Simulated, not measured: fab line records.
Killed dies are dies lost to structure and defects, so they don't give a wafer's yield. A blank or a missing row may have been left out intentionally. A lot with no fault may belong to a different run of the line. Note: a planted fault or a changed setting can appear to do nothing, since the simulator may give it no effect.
Which tool did it? / flow ritCmos / 7 lots, 21 wafers sampled, at 2 steps of a route of 202

WHAT THE GAUGES READ, wafer by wafer
RIT_PLDD_OVL_MEAS_06.
lot=L695; measured=day 3 09:12; on=overlay-01; PLDD_OVL (nm)=2.4 1.7 2.0
lot=L698; measured=day 3 20:49; on=overlay-02; PLDD_OVL (nm)=0.9 1.1 0.1
lot=L701; measured=day 4 11:51; on=overlay-02; PLDD_OVL (nm)=0.2 -2.9 -0.8
lot=L704; measured=day 5 02:43; on=overlay-01; PLDD_OVL (nm)=-0.1 1.4 -1.2
lot=L706; measured=day 5 11:36; on=overlay-01; PLDD_OVL (nm)=- - -
lot=L709; measured=day 6 06:45; on=overlay-02; PLDD_OVL (nm)=1.2 0.6 0.4
lot=L715; measured=day 7 09:04; on=overlay-01; PLDD_OVL (nm)=-0.5 -0.9 -0.7

EACH LOT AND THE TOOL THAT RAN IT (in order: tool; ch and the chambers of the sampled wafers; start)
lot=L695; RIT_PLDD_COAT_01=lithoTrack-03 ch 0, day 3 08:32
lot=L698; RIT_PLDD_COAT_01=lithoTrack-02 ch 0, day 3 20:07
lot=L701; RIT_PLDD_COAT_01=lithoTrack-02 ch 0, day 4 11:04
lot=L704; RIT_PLDD_COAT_01=lithoTrack-01 ch 0, day 5 02:02
lot=L706; RIT_PLDD_COAT_01=lithoTrack-01, day 5 10:55
lot=L709; RIT_PLDD_COAT_01=lithoTrack-02 ch 0, day 6 05:56
lot=L715; RIT_PLDD_COAT_01=lithoTrack-01 ch 0, day 7 08:17
- RIT_PLDD_COAT_01: resist thk 1000 nm.

THE ANSWER, worked out from the rows above alone
Rule: the usual values come from the lots themselves. The widest of any qualifying gaps counts: lots, ordered by their means at a reading, are off when they make up no more than a third of the lots, leave a main group of 4 or more, and stand apart from it by 3 or more times the standard deviation of that group's means. The tables above print the reading to a certain number of digits; a main group whose means all agree to those digits is not used. A lot without any number at a reading at which 4 lots or more have one is off too. All remaining lots with rows at the step are treated as sound.
Off: L706, at RIT_PLDD_OVL_MEAS_06 (PLDD_OVL). Without a number there: L706. The main group has a mean of 0.3 nm with a standard deviation of 1.
A tool fits if, at a process step before that reading, it ran every lot that is off, and no sound lot after the first of them. Those tools and the gauges at RIT_PLDD_OVL_MEAS_06 are tried in the same way. Not one of the candidates tried fits.

WHAT HAD BEEN PUT IN BY THE SIMULATOR
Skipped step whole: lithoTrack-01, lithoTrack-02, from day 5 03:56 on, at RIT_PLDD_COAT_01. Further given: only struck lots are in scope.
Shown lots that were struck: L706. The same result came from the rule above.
